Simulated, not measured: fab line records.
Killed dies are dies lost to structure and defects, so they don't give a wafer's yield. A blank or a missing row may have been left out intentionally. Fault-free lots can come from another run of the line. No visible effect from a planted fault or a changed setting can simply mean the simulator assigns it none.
Split-lot experiment	flow ritCmos	on a route of 202 steps: 5 lots, 23 wafers read

ABOUT THE SPLIT
At RIT_PLDD_COAT_01 (resist thk 1000 nm), the setting resistThkNm was moved away from the recipe's 1000 nm on 7 of the 23 wafers read, by -3.5% to +4.1%. The other wafers ran this setting at the recipe's value.

FROM THE SPLIT TO THE READING: what the file shows between them, 1 step
- RIT_PLDD_DEVELOP_05: develop time 50 s (also split here: developTimeS)

THE READING
NOVOLAK_of_PLDD_COAT_01.thkNm (the simulator's own value, which no gauge read), in nm, at RIT_PLDD_HARDBAKE_07 (time 60 s). The file does not state a usual value for it. Here, 16 wafers ran the recipe; their average is 885.3 nm with a standard deviation of 3.5 nm.

wafer	tool, chamber at the split	resistThkNm as run, nm	against the recipe	NOVOLAK_of_PLDD_COAT_01.thkNm, nm	against lot-mates on the recipe
L074.1	lithoTrack-04, 0	1024	+2.4%	903.8	+18.5
L074.4	lithoTrack-04, 0	1024	+2.4%	903.8	+18.5
L074.2	lithoTrack-04, 0	1000	recipe	885.8	-
L074.3	lithoTrack-04, 0	1024	+2.4%	907	+21.7
L074.6	lithoTrack-04, 0	1000	recipe	884.9	-
L075.1	lithoTrack-03, 0	964.5	-3.5%	848.6	-30.0
L075.2	lithoTrack-03, 0	964.5	-3.5%	845.7	-32.9
L075.3	lithoTrack-03, 0	1000	recipe	878.2	-
L075.5	lithoTrack-03, 0	1000	recipe	878.5	-
L075.6	lithoTrack-03, 0	1000	recipe	879	-
L077.1	lithoTrack-01, 0	1000	recipe	888.7	-
L077.2	lithoTrack-01, 0	1041	+4.1%	922.1	+34.0
L077.3	lithoTrack-01, 0	1041	+4.1%	924.5	+36.4
L077.5	lithoTrack-01, 0	1000	recipe	886.7	-
L077.6	lithoTrack-01, 0	1000	recipe	888.8	-
L081.1	lithoTrack-01, 0	1000	recipe	885.9	-
L081.2	lithoTrack-01, 0	1000	recipe	887.3	-
L081.4	lithoTrack-01, 0	1000	recipe	888.7	-
L081.5	lithoTrack-01, 0	1000	recipe	886.2	-
L081.6	lithoTrack-01, 0	1000	recipe	884.3	-
L084.4	lithoTrack-04, 0	1000	recipe	886.5	-
L084.5	lithoTrack-04, 0	1000	recipe	888.3	-
L084.6	lithoTrack-04, 0	1000	recipe	886.8	-

THE FIT
A straight line over all 23 wafers: NOVOLAK_of_PLDD_COAT_01.thkNm changes by +9.61 nm for each +1% of resistThkNm; r = +0.98; the points scatter about the line by 3.5 nm.
The same after taking each lot's own level away (the mean of its wafers on the recipe; 23 wafers): +8.6 nm for each +1%; r = +1.00; scatter 1.3 nm.
The reading moves by 35 nm for the largest change in resistThkNm, on that fit.
Across the lots, their own levels run from 878.57 to 888.07 nm, a range of 2.7 times the standard deviation given above.
So the lot-to-lot level changes the slope: the two fits differ.
Check: for one of the wafers moved furthest among these (+4.1%), held out of the fit, the line's prediction against its lot-mates is +35.3 nm. Against them it came out at +34 nm.

THE OTHER SPLITS THESE WAFERS WENT THROUGH
Before the reading, these wafers also passed through other splits. Each is held against what the fit with the lots' levels taken away leaves over:
other split on the same wafers	wafers away from the commonest value	r with NOVOLAK_of_PLDD_COAT_01.thkNm (lot level and that fit taken away)
RIT_ACTIVE_COAT_06 resistThkNm	7	+0.14
RIT_FOX2_OXIDATION_00 tempC	15	+0.19
RIT_NWELL_SOFTBAKE_02 tempC	11	-0.04
RIT_NWELL_DEVELOP_05 developTimeS	6	+0.07
RIT_PRETRO_SOFTBAKE_02 tempC	7	+0.21
RIT_GATE_WET_ETCH_00 timeS	15	+0.01
RIT_GATE_DEVELOP_15 devTempC	7	+0.03
RIT_NLDD_COAT_01 resistThkNm	5	+0.33
RIT_PLDD_DEVELOP_05 developTimeS	9	+0.40

THE WHOLE CHAIN: every reading that the file lists as answering this split, in the file's order
step	what it does	reading	change (the file's fit)	r (the file's)
RIT_PLDD_COAT_01	resist thk 1000 nm	NOVOLAK_of_PLDD_COAT_01.thkNm (the simulator's own value, which no gauge read)	+9.84 nm for each +1% of the setting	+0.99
RIT_PLDD_HARDBAKE_07	time 60 s	NOVOLAK_of_PLDD_COAT_01.thkNm (the simulator's own value, which no gauge read)	+8.61 nm for each +1% of the setting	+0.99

FILE'S OWN FIT
NOVOLAK_of_PLDD_COAT_01.thkNm changes by +8.61 nm for each +1% of resistThkNm, r = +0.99.
